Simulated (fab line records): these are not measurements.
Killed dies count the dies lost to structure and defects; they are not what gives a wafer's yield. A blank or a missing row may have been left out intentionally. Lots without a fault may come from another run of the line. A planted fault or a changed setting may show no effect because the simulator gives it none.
A single fault, viewed from 2 desks | flow berkeleyCmos170 | each desk holds nothing but its own numbers, with what lay behind them at the end

== FROM THE METROLOGY DESK ==
Lot by lot, what the gauges showed, no matter which tool ran the lot: averages of those sampled wafers that carry a number. Marked OUT: a lot whose mean sits more than 4 standard deviations from the usual mean, which makes it out of limits; the brackets give that distance.
Columns: A = NVT_TW at UCB170_NVT_TW_MEAS_09, usual 524; B = PSD_RS at UCB170_SDANNEAL_RS_MEAS_02, usual 75.5 ohm/sq; C = cdNm at UCB170_V1_CD_MEAS_12, usual 699.4 nm
lot  | first seen here | A              | B    | C
L119 | day 6 15:07     | 531            | 75.2 | 700.6
L122 | day 7 14:06     | 527            | 75.2 | 697.9
L121 | day 7 14:30     | 523            | 75.2 | 699.6
L124 | day 7 20:56     | 520            | 75.5 | 700.1
L125 | day 7 21:13     | 527            | 75.8 | 698.1
L127 | day 8 11:28     | 526            | 75.4 | 700.1
L129 | day 8 18:58     | 526            | 75.4 | 699.9
L128 | day 8 19:04     | 527            | 75.5 | 701.4
L126 | day 8 19:41     | 554 (+8.1) OUT | 75.3 | 701.9
L131 | day 9 10:02     | 522            | 75.4 | 698.2
L132 | day 9 10:11     | 556 (+8.7) OUT | 75.6 | 698.1
L130 | day 9 10:23     | 524            | 75.3 | 699.0
L133 | day 9 22:50     | 522            | 75.1 | 699.4
L139 | day 11 06:11    | 521            | 75.3 | 699.5
This desk's result: L126, L132 out of limits, first on L126 (NVT_TW at UCB170_NVT_TW_MEAS_09), day 8 19:41. Within limits: L119, L122, L121, L124, L125, L127, L129, L128, L131, L130, L133, L139.

== AT THE TOOL OWNER'S DESK: implanter-04 ==
The tool's own readings at UCB170_NVT_IMPLANT_07, given as means over the sampled wafers that have a number, one for each lot that went through this tool. Marked OUT: a lot whose mean sits more than 4 standard deviations from the usual mean, which makes it out of limits; the brackets give that distance.
Columns: A = beamEnergyKeV at UCB170_NVT_IMPLANT_07, usual 49.999; B = endStationPressureTorr at UCB170_NVT_IMPLANT_07, usual 5.03e-06 Torr; C = faradayCurrentUA at UCB170_NVT_IMPLANT_07, usual 9.51
lot  | first seen here | A                        | B        | C
L122 | day 7 13:52     | 49.979                   | 4.98e-06 | 9.67
L125 | day 7 20:58     | 50.008                   | 4.94e-06 | 9.56
L127 | day 8 11:13     | 49.992                   | 4.96e-06 | 9.54
L129 | day 8 18:43     | 50.016                   | 4.83e-06 | 9.43
L126 | day 8 19:26     | 61.009 (+99 or more) OUT | 5.03e-06 | 9.61
L132 | day 9 09:59     | 60.994 (+99 or more) OUT | 5.02e-06 | 9.42
This desk's verdict: out of limits on L126, L132, starting with L126 at day 8 19:26 (beamEnergyKeV at UCB170_NVT_IMPLANT_07). Within limits: L122, L125, L127, L129.

== TAKEN TOGETHER ==
On L126, L132, at day 8 19:26, an alarm was possible from the tool owner's desk.
An alarm was possible from the metrology desk at day 8 19:41, on L126, L132.
UCB170_NVT_IMPLANT_07 was run on implanter-04 by each of the lots named.

== WHAT THE SIMULATOR HAD INSERTED ==
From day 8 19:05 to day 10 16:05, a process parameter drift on implanter-04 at UCB170_NVT_IMPLANT_07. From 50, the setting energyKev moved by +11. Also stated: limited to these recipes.
Lots struck among those shown: L126, L132.
Counting hours from when the fault started, the first reading out of limits came at 0 for the tool owner's desk and at 1 for the metrology desk.
